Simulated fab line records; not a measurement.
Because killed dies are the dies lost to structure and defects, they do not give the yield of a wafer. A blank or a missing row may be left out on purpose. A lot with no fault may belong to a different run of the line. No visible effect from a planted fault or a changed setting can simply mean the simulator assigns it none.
A struck lot beside a sound one    flow berkeley cmos170    15 steps out of a route of 331
Sound: wafers L731.3, L731.4, L731.6. The struck wafers were L735.2, L735.3, L735.4. The cause is given at the end.
Order at every step that has rows: each side's tool, ch and its chambers, its first start. Under that, the readings that differ: sound wafers    struck wafers    difference of the means    sigmas: that difference in standard deviations of wafers without a fault.
alike: readings whose means differ by less than 2 such deviations, and words and numbers that are the same on both sides. not compared: withheld readings, readings that some wafer has no value for, bounds like >300 that may hide the same value, and numbers for which the record gives no deviation and whose values overlap.
Wherever a step has rows on one side only, a row that says differs or no value, or a row with sigmas, the two part there. Numbers that don't overlap but have no deviation are shown without sigmas and don't part them. A reading missing from all wafers of one side parts the sides only when that side holds two or more wafers.

first, 6 steps without rows for these wafers: UCB170_M1_COAT_03; UCB170_M1_COAT_04 (resist thk 900 nm); UCB170_M1_SOFTBAKE_05 (time 60 s); UCB170_M1_EXPOSE_06 (exposes mask METAL1, target cd 700 nm); UCB170_M1_PEB_07; UCB170_M1_DEVELOP_08 (develop time 45 s).
UCB170_M1_CD_MEAS_09 targets a cd of 700 nm.
  struck on cd sem-01, day 9 11:32; sound on cd sem-01, day 8 18:50
  alike: cd nm
UCB170_M1_OVL_MEAS_10:
  struck on overlay-01, day 9 11:39; sound on overlay-01, day 8 18:56
  alike: M1_OVL
UCB170_M1_ETCH_11: etches BARC in N2/H2.
  sound on rie diel-01 ch 0,2, day 8 18:57; struck on rie diel-03 ch 0,1,3, day 9 11:41
  alike: chamber pressure mTorr, drypump motor current A, oes product au, throttle valve pct
UCB170_M1_METAL_ETCH_12: etches Al in Cl2/BCl3, stops on PSG, target depth 780 nm, time 130 s.
  sound on rie metal-01 ch 0,1, day 8 19:02; struck on rie metal-03 ch 0,1, day 9 11:43
  alike: chamber pressure mTorr, drypump motor current A, oes product au, throttle valve pct
  not compared: rf hours counter h
UCB170_M1_STRIP_13: strips in O2.
  sound on plasma asher-04 ch 0,1, day 8 19:10; struck on plasma asher-01 ch 0,1, day 9 11:51
  alike: chamber pressure mTorr, drypump motor current A, oes product au
  not compared: rf hours counter h
UCB170_M1_CD_MEAS_90 targets a cd of 700 nm.
  struck on cd sem-01, day 9 11:58; sound on cd sem-01, day 8 19:16
  alike: cd nm
UCB170_M1_ANNEAL_14: time 1200 s.
  sound on furnace-03 ch 0, day 8 20:20; struck on furnace-03 ch 0, day 9 12:51
reading                    sound                 struck                difference  sigmas
spike tc centre C (C)      403.9 403.1 404.1     448.5 449.1 446.8     +44.4       +44
spike tc load C (C)        423.0 422.6 422.6     465.5 468.0 468.2     +44.5       +44
spike tc source C (C)      416.8 417.3 417.8     463.7 463.9 462.6     +46.1       +51
tube center temp C (C)     399.96 399.98 399.93  445 444.97 445        +45         +99 or more
tube_center_temp_C_max     400.83 401.01 400.82  445.91 445.99 446.25  +45.16      +99 or more
zone power centre pct (%)  18.23 18.55 18.47     20.53 20.50 20.83     +2.20       +11
zone power load pct (%)    6.42 6.34 6.45        7.82 7.68 7.64        +1.31       +21
zone power source pct (%)  5.33 5.33 5.29        6.27 6.33 6.40        +1.02       +22
UCB170_V1_CVD_00: deposits SiO2 from TEOS/O2, target thk 2000 nm, time 241.3 s.
  sound on pecvd-04 ch 1,2, day 8 21:40; struck on pecvd-02 ch 0,1, day 9 14:11
  alike: heater power w, pressure mtorr
UCB170_M3_PROBE_99:
  the record has rows for the sound wafers here (prober-01, day 9 10:50) and none for the struck ones

WHERE THEY PART
Last at UCB170_M3_PROBE_99 as far as this record goes, first at UCB170_M1_ANNEAL_14.

WHY: the cause the simulator had injected
Drift in process parameters on furnace-03 at UCB170_M1_ANNEAL_14, starting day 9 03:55. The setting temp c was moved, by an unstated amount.
